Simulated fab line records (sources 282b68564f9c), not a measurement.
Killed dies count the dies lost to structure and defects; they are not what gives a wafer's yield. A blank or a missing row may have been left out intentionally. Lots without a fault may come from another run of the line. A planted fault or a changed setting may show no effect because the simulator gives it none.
Struck lot and sound lot, side by side :: flow rit_cmos :: 20 out of 202 route steps
Sound: these wafers, L260.1, L260.3, L260.6. Wafers L265.1, L265.3, L265.4 were the ones struck. At the end, the cause is stated.
At each step with rows: each side's tool, then ch and its chambers, then its first start. Under that, the readings that differ: sound wafers :: struck wafers :: difference of the means :: sigmas: that difference in standard deviations of wafers without a fault.
alike: same words and numbers on both sides, and readings whose means sit less than 2 such deviations apart. not compared: any withheld reading, any reading some wafer has no value for, any bound like >300 that may hide the same value, and any number with overlapping values for which the record gives no deviation.
The two part at a step that has a row with sigmas, a row that says differs or no value, or rows on one side only. When numbers do not overlap yet have no deviation, they are printed without sigmas and do not part them. A reading that every wafer of one side lacks parts them only if that side has two wafers or more.

first, 2 steps without rows for these wafers: RIT_NWELL_HARDBAKE_07 (time 120 s); RIT_NWELL_IMPLANT_08.
RIT_NWELL_STRIP_09: strips in O2, time 180 s.
  sound on plasma_asher-01 ch 0,1, day 2 09:10; struck on plasma_asher-04 ch 0,1, day 3 09:38
  alike: drypump_motor_current_A
  not compared: rf_hours_counter_h
RIT_NWELL_TW_MEAS_10:
  sound on film_metro-04, day 2 09:21; struck on film_metro-01, day 3 09:49
  alike: NWELL_TW
then, 6 steps without rows for these wafers: RIT_PWELL_HMDS_00 (prime time 60 s); RIT_PWELL_COAT_01 (resist thk 1300 nm); RIT_PWELL_SOFTBAKE_02 (time 60 s); RIT_PWELL_EXPOSE_03 (exposes mask M3, target cd 43700 nm); RIT_PWELL_PEB_04; RIT_PWELL_DEVELOP_05 (develop time 68 s).
RIT_PWELL_OVL_MEAS_06:
  sound on overlay-01, day 2 10:17; struck on overlay-01, day 3 10:45
  alike: PWELL_OVL
then, 1 step without rows for these wafers: RIT_PWELL_HARDBAKE_07 (time 120 s).
RIT_PWELL_IMPLANT_08:
  sound on implanter-02 ch 0, day 2 10:34; struck on implanter-02 ch 0, day 3 11:02
reading: beam_energy_keV
sound: 170.00 170.00 169.96
struck: 185.18 185.22 185.26
difference: +15.23
sigmas: +99 or more

reading: model.implant.rp_nm (nm)
sound: 466.6 466.6 466.6
struck: 519.2 519.2 519.2
difference: +52.6
sigmas: 

reading: model.implant.drp_nm (nm)
sound: 102.9 102.9 102.9
struck: 105.7 105.7 105.7
difference: +2.8
sigmas: 
  alike: faraday_current_uA
RIT_PWELL_STRIP_09: strips in O2, time 180 s.
  sound on plasma_asher-01 ch 0,1, day 2 10:43; struck on plasma_asher-03 ch 0,1, day 3 11:11
  alike: drypump_motor_current_A
  not compared: rf_hours_counter_h
RIT_PWELL_TW_MEAS_10:
  sound on film_metro-04, day 2 10:54; struck on film_metro-04, day 3 11:22
  alike: PWELL_TW
then, 1 step without rows for these wafers: RIT_WELLDRIVE_ANNEAL_00 (time 14700 s).
RIT_WELLDRIVE_RS_MEAS_01: a four-point-probe measurement.
  sound on film_metro-04, day 2 16:57; struck on film_metro-04, day 3 18:40
  alike: NWELL_RS
RIT_WELLDRIVE_RS_MEAS_02: a four-point-probe measurement.
  sound on film_metro-04, day 2 17:04; struck on film_metro-04, day 3 18:47
reading: PWELL_RS (ohm/sq)
sound: 432.1 432.0 432.2
struck: 427.0 428.3 427.8
difference: -4.4
sigmas: -4
then, 1 step without rows for these wafers: RIT_NRETRO_HMDS_00 (prime time 60 s).
RIT_M1_PROBE_99:
  sound on prober-02, day 4 00:14; struck on prober-01, day 5 00:58
  alike: killed_at_contacts, killed_at_front_end, killed_dies, killed_open, killed_short

WHERE THEY PART
At RIT_PWELL_IMPLANT_08 first; at RIT_WELLDRIVE_RS_MEAS_02 last (within this record only). Later steps at which nothing parts them and some readings are alike: RIT_M1_PROBE_99.

WHY: whatever the simulator had introduced
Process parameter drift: implanter-02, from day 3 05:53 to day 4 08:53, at RIT_PWELL_IMPLANT_08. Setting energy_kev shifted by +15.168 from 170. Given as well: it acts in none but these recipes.
